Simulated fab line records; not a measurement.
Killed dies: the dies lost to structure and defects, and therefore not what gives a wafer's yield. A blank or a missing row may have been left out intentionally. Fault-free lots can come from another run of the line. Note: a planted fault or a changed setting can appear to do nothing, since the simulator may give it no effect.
One fault seen from 2 desks :: flow rit-cmos :: only its own numbers are on each desk; what lay behind them is given at the end

## FOR THE TOOL OWNER'S DESK: implanter-01
For each lot that ran on this tool, the mean over its sampled wafers that have a number, from the tool's own readings at RIT_NWELL_IMPLANT_08. The brackets show how far a lot's mean lies from the usual mean; more than 4 standard deviations puts the lot out of limits, marked OUT.
Columns: A = beam-energy-keV at RIT_NWELL_IMPLANT_08, usual 170.01; B = beam-on-s at RIT_NWELL_IMPLANT_08, usual 10.01 s; C = tilt-deg at RIT_NWELL_IMPLANT_08, usual 7.002 degrees
lot: L855
first seen here: day 2 02:16
A: 169.99
B: 10.00
C: 6.999

lot: L860
first seen here: day 3 00:50
A: 169.96
B: 10.00
C: 6.996

lot: L863
first seen here: day 3 14:46
A: 170.06
B: 9.88
C: 6.995

lot: L868
first seen here: day 4 19:32
A: 169.97
B: 9.84
C: 7.029

lot: L873
first seen here: day 5 18:08
A: 214.20 (+99 or more) OUT
B: 9.94
C: 7.027

lot: L874
first seen here: day 5 22:58
A: 214.21 (+99 or more) OUT
B: 10.03
C: 6.993
This desk finds L873, L874 out of limits, L873 being first, at day 5 18:08 (beam-energy-keV at RIT_NWELL_IMPLANT_08). L855, L860, L863, L868 stayed within limits.

## FROM THE METROLOGY DESK
Lot by lot, what the gauges showed, no matter which tool ran the lot: averages of those sampled wafers that carry a number. The brackets show how far a lot's mean lies from the usual mean; more than 4 standard deviations puts the lot out of limits, marked OUT.
Columns: A = NWELL_TW at RIT_NWELL_TW_MEAS_10, usual 2154; B = NWELL_RS at RIT_WELLDRIVE_RS_MEAS_01, usual 275.7 ohm/sq
lot: L855
first seen here: day 2 02:33
A: 2160
B: 276.3

lot: L857
first seen here: day 2 09:49
A: 2157
B: 274.8

lot: L860
first seen here: day 3 01:11
A: 2183
B: 274.8

lot: L863
first seen here: day 3 15:06
A: 2176
B: 276.6

lot: L864
first seen here: day 3 20:40
A: 2164
B: 276.8

lot: L865
first seen here: day 4 05:32
A: 2144
B: 276.7

lot: L866
first seen here: day 4 09:40
A: 2143
B: 276.0

lot: L868
first seen here: day 4 19:51
A: 2162
B: 274.6

lot: L872
first seen here: day 5 12:59
A: 2138
B: 276.5

lot: L873
first seen here: day 5 18:27
A: 2254 (+7.1) OUT
B: 272.0 (-4.3) OUT

lot: L874
first seen here: day 5 23:17
A: 2230 (+5.5) OUT
B: 271.9 (-4.5) OUT

lot: L875
first seen here: day 6 05:02
A: 2138
B: 277.1

lot: L876
first seen here: day 6 09:02
A: 2149
B: 275.2

lot: L878
first seen here: day 6 21:06
A: 2154
B: 274.6
This desk's finding: out of limits on L873, L874; first on L873, day 5 18:27 (NWELL_TW at RIT_NWELL_TW_MEAS_10). L855, L857, L860, L863, L864, L865, L866, L868, L872, L875, L876, L878 stayed within limits.

## TAKEN TOGETHER
The tool owner's desk could have raised an alarm at day 5 18:08, on L873, L874.
The metrology desk could have raised an alarm at day 5 18:27, on L873, L874.
Of the lots named, all ran RIT_NWELL_IMPLANT_08 on implanter-01.

## WHAT THE SIMULATOR HAD INSERTED
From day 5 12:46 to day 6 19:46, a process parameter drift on implanter-01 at RIT_NWELL_IMPLANT_08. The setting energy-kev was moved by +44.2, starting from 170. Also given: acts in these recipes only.
Struck lots among those shown: L873, L874.
Counting hours from when the fault started, the first reading out of limits came at 5 for the tool owner's desk and at 6 for the metrology desk.
